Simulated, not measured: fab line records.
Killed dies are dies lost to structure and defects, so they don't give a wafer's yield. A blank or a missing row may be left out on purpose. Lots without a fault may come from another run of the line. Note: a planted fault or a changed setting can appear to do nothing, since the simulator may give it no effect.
Which tool was responsible? / flow rit cmos / 42 wafers sampled from 14 lots at 1 step of a route of 202

## WHAT EACH GAUGE READ, for each wafer
Not one reading of a measure or inspect step in the record can be checked against a usual standard deviation.

## TOOL THAT RAN EACH LOT (tool first, then ch and the chambers of the sampled wafers, then the start)
lot=L591; RIT_GATE_ETCH_19=rie si-02 ch 1,2,3, day 2 15:23
lot=L592; RIT_GATE_ETCH_19=rie si-01 ch 0,1, day 2 21:38
lot=L595; RIT_GATE_ETCH_19=rie si-02 ch 0,3, day 3 12:56
lot=L596; RIT_GATE_ETCH_19=rie si-01 ch 1,2,3, day 3 16:28
lot=L597; RIT_GATE_ETCH_19=rie si-02 ch 0,2, day 3 19:26
lot=L598; RIT_GATE_ETCH_19=rie si-01 ch 0,1,3, day 4 04:04
lot=L600; RIT_GATE_ETCH_19=rie si-01 ch 0,1,2, day 4 10:13
lot=L603; RIT_GATE_ETCH_19=rie si-02 ch 1,2, day 5 01:02
lot=L604; RIT_GATE_ETCH_19=rie si-01 ch 1,2, day 5 05:50
lot=L607; RIT_GATE_ETCH_19=rie si-02 ch 1,2, day 5 21:54
lot=L608; RIT_GATE_ETCH_19=rie si-01 ch 1,3, day 6 01:26
lot=L610; RIT_GATE_ETCH_19=rie si-01 ch 0,2, day 6 13:29
lot=L611; RIT_GATE_ETCH_19=rie si-02 ch 0,1, day 6 17:08
lot=L613; RIT_GATE_ETCH_19=rie si-02 ch 0,2,3, day 7 04:53
- RIT_GATE_ETCH_19: etches poly-Si in SF6/CHF3/O2, stops on SiO2, time 165 s, target depth 312.5 nm.

## WHAT THE TOOLS THEMSELVES READ (means of the sampled wafers that have a number; where no wafer has one, the mark that the record gives instead)
RIT_GATE_ETCH_19. Usual: drypump motor current A 5.8 A, standard deviation 0.39; oes product au 0.857 a.u., standard deviation 0.011; throttle valve pct 10.24 %, standard deviation 0.19.
lot=L591; tool=rie si-02; drypump motor current A (A)=6.0; oes product au (a.u.)=0.854; throttle valve pct (%)=10.33; flag=
lot=L592; tool=rie si-01; drypump motor current A (A)=5.5; oes product au (a.u.)=0.856; throttle valve pct (%)=10.14; flag=
lot=L595; tool=rie si-02; drypump motor current A (A)=6.4; oes product au (a.u.)=0.851; throttle valve pct (%)=10.10; flag=
lot=L596; tool=rie si-01; drypump motor current A (A)=5.8; oes product au (a.u.)=0.854; throttle valve pct (%)=10.20; flag=
lot=L597; tool=rie si-02; drypump motor current A (A)=5.8; oes product au (a.u.)=0.858; throttle valve pct (%)=10.24; flag=
lot=L598; tool=rie si-01; drypump motor current A (A)=5.6; oes product au (a.u.)=0.873; throttle valve pct (%)=10.28; flag=
lot=L600; tool=rie si-01; drypump motor current A (A)=5.5; oes product au (a.u.)=0.858; throttle valve pct (%)=10.11; flag=
lot=L603; tool=rie si-02; drypump motor current A (A)=5.6; oes product au (a.u.)=0.855; throttle valve pct (%)=10.46; flag=
lot=L604; tool=rie si-01; drypump motor current A (A)=5.7; oes product au (a.u.)=0.855; throttle valve pct (%)=10.02; flag=
lot=L607; tool=rie si-02; drypump motor current A (A)=5.8; oes product au (a.u.)=0.856; throttle valve pct (%)=10.40; flag=
lot=L608; tool=rie si-01; drypump motor current A (A)=5.8; oes product au (a.u.)=0.887; throttle valve pct (%)=10.24; flag=
lot=L610; tool=rie si-01; drypump motor current A (A)=5.4; oes product au (a.u.)=0.881; throttle valve pct (%)=10.15; flag=
lot=L611; tool=rie si-02; drypump motor current A (A)=6.0; oes product au (a.u.)=0.846; throttle valve pct (%)=10.18; flag=
lot=L613; tool=rie si-02; drypump motor current A (A)=6.0; oes product au (a.u.)=0.854; throttle valve pct (%)=10.24; flag=

## THE ANSWER, worked out from the rows above alone
Rule: a lot counts as off when the mean over its wafers that have a number is more than 3 standard deviations away from the usual mean. Also off: a lot with no number at a reading for which 4 or more lots have one. All remaining lots with rows at the step are treated as sound. Order of review: gauges by route order, followed by the tools' own readings, for which a lot's mean as printed above is used. At the first step where some lot is off, the reading lying furthest off is the one used; lots without a number count as furthest.
No lot is off on any of the readings shown, so nothing can be concluded from this.

## WHAT HAD BEEN PUT IN BY THE SIMULATOR
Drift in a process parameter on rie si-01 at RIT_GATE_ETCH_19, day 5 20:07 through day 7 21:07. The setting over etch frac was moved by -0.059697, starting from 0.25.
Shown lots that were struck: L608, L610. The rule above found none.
